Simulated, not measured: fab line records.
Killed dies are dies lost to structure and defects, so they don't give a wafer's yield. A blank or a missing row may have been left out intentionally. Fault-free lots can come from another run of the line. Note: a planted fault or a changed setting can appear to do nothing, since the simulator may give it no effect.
8D (eight disciplines) problem report, filled in by code -- flow rit-cmos -- the parts of the form that need people (team, actions taken, sign-off) are left out

== 1. THE PROBLEM ==
Mean REOX_OXIDE_THK at RIT_REOX_THK_MEAS_04: 28.0 nm over 6 wafers in 2 lots; fault-free wafers: 25.1 nm, standard deviation 0.56. That puts it +5.1 standard deviations away from the usual mean.
The first sign was on wafer L201.1 at day 6 01:38, on film-metro-02. The record has a number at this step for 42 wafers belonging to 14 lots. Rule for "out" (also "out of limits"): further than 4 standard deviations from the usual mean. All remaining wafers that have a number are taken as sound.

== 2. WHAT IT IS, AND WHAT IT ISN'T ==
question,is,is not
which readings at this step,REOX_OXIDE_THK,-
which lots,"L201, L206","L186, L187, L188, L189, L191, L193, L194, L196, L198, L204, L207, L208"
which wafers of those lots,all that have a number,-
read on which gauges,"film-metro-02, film-metro-03",film-metro-01
when,from day 6 01:38,"up to then (27 sound wafers); but 9 sound wafers of L204, L207, L208 came after"

== 3. WHAT RULES OUT EACH SUSPECT ==
Counting: any tool at a process step up to the reading is kept as a suspect provided that every lot that is out went through it and no sound lot did after the first of them.
- the gauge at RIT_REOX_THK_MEAS_04 is ruled out. 2 gauges (film-metro-02, film-metro-03) read the wafers that are out.
- furnace-01 at RIT_REOX_OXIDATION_03 (target thk 25.2 nm, ox time 5580 s): kept. Every lot that is out went through it, starting with L201 (day 5 23:05), and after that it ran no sound lot; the last sound lot it ran before then is L193 (day 4 11:49).
After counting, what remains is furnace-01 at RIT_REOX_OXIDATION_03.

== 4. THE CAUSE (what the simulator had put in) ==
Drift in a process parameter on furnace-01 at RIT_REOX_OXIDATION_03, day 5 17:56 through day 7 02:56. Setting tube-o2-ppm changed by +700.
Only this tool survived the counting.

== 5. SEQUENCE OF EFFECTS, ordered by route ==
One row per reading whose mean, taken over the struck wafers that have a number, lies over 3 standard deviations from the usual. Readings are gone through only where the record gives a usual standard deviation; hours: the median, over the lots, of the time from a lot's start at the first step in this table giving one to that lot's start at this step; sigmas: the change measured in usual standard deviations.
hours,step,reading,usual,on struck wafers,change,sigmas
0,RIT_REOX_THK_MEAS_04,REOX_OXIDE_THK,25.1 nm,28.0,+2.9,+5.1

== 6. HOW IT WOULD HAVE BEEN CAUGHT EARLIER ==
The first out-of-limits reading at a measuring or inspecting step in this record came at day 6 01:38, 8 hours after the fault's start at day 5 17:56.
An alarm limit of 4 standard deviations would not have fired on the tool readings at RIT_REOX_OXIDATION_03 for which the record gives a usual standard deviation, since none of them was out on any struck wafer.
Lots out: 2; of these, L206 started RIT_REOX_OXIDATION_03 on furnace-01 after day 6 01:38. A tool hold placed at that time would have kept it from harm.
